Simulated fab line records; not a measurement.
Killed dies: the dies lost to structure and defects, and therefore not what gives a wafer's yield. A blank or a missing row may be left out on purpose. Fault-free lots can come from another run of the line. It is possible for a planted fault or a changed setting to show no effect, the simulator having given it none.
Problem report in the 8D (eight disciplines) form, filled by code + flow berkeley_cmos170 + the parts of the form that need people (team, actions taken, sign-off) are left out

## 1. WHAT WENT WRONG
Wafers with no fault read 0.869 a.u. with a standard deviation of 0.012, whereas oes_product_au at UCB170_V2_ETCH_14 reads a mean of 0.783 a.u. on 1 wafer of 1 lot. That is -7.2 standard deviations from the usual mean.
The step: etches SiO2 in CHF3/CF4/Ar, stops on Al, target depth 1250 nm, time 300.3 s.
Earliest sighting: wafer L957.6 on rie_diel-01 at day 12 18:23. Wafers with a number at this step in the record: 37, from 13 lots. By rule, "out" or "out of limits" means more than 4 standard deviations away from the usual mean. The rest of the wafers with a number are treated as sound.

## 2. WHAT IT IS AND WHAT IT IS NOT
| question                    | is                     | is not                                                                                             |
|-----------------------------|------------------------|----------------------------------------------------------------------------------------------------|
| which readings at this step | oes_product_au         | drypump_motor_current_A                                                                            |
| which lots                  | L957                   | L944, L945, L946, L947, L949, L959, L960, L961, L962, L964, L966, L967                             |
| which wafers of those lots  | all that have a number | -                                                                                                  |
| read on which tools         | rie_diel-01            | rie_diel-02, rie_diel-04                                                                           |
| when                        | from day 12 18:23      | up to then (18 sound wafers); but 18 sound wafers of L960, L961, L962, L964, L966, L967 came after |

## 3. WHAT RULES OUT EACH SUSPECT
Counting: a tool at any process step up to the reading remains a suspect when it ran all the lots that are out and ran no sound lot after the first of those.
- rie_diel-01 at UCB170_V2_ETCH_14 (etches SiO2 in CHF3/CF4/Ar, stops on Al, target depth 1250 nm, time 300.3 s): kept. It ran the lot that is out, L957 (day 12 18:23), and no sound lot after that; its last sound lot up to then is L947 (day 10 16:58). Its own readings are out on those wafers: oes_product_au.
After counting, what remains is rie_diel-01 at UCB170_V2_ETCH_14.

## 4. THE CAUSE (what the simulator had put in)
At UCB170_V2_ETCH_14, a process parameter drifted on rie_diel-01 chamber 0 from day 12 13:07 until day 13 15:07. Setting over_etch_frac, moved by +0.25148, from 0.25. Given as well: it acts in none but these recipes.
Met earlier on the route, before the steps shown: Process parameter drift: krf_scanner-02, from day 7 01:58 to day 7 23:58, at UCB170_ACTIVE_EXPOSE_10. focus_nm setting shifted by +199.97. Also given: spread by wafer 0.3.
After counting, this tool was the only one left.

## 5. SEQUENCE OF EFFECTS, ordered by route
Each row: a reading whose mean over the struck wafers that have a number lies more than 3 standard deviations from the usual. Scope: only readings with a usual standard deviation given in the record; hours: median across lots of the time from each lot's start at the first step in this table that gives one to its start at this step; sigmas: change in usual standard deviations.
| hours | step               | reading                  | usual      | on struck wafers | change | sigmas |
|-------|--------------------|--------------------------|------------|------------------|--------|--------|
| 0     | UCB170_V2_ETCH_14  | oes_product_au           | 0.869 a.u. | 0.783            | -0.086 | -7.2   |
| 0     | UCB170_V2_STRIP_15 | strip_time_to_endpoint_s | 15.09 s    | 13.78            | -1.31  | -9.4   |
Its process steps:
- UCB170_V2_ETCH_14: etches SiO2 in CHF3/CF4/Ar, stops on Al, target depth 1250 nm, time 300.3 s.
- UCB170_V2_STRIP_15: strips in O2.
At these later measuring or inspecting steps, every struck wafer for which the step has a row has a number for every such reading, and none has moved that far: UCB170_M3_CD_MEAS_15.

## 6. WHAT WOULD HAVE CAUGHT IT SOONER
In this record the first reading out of limits was taken at day 12 18:23, 5 hours after the fault began at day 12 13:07.
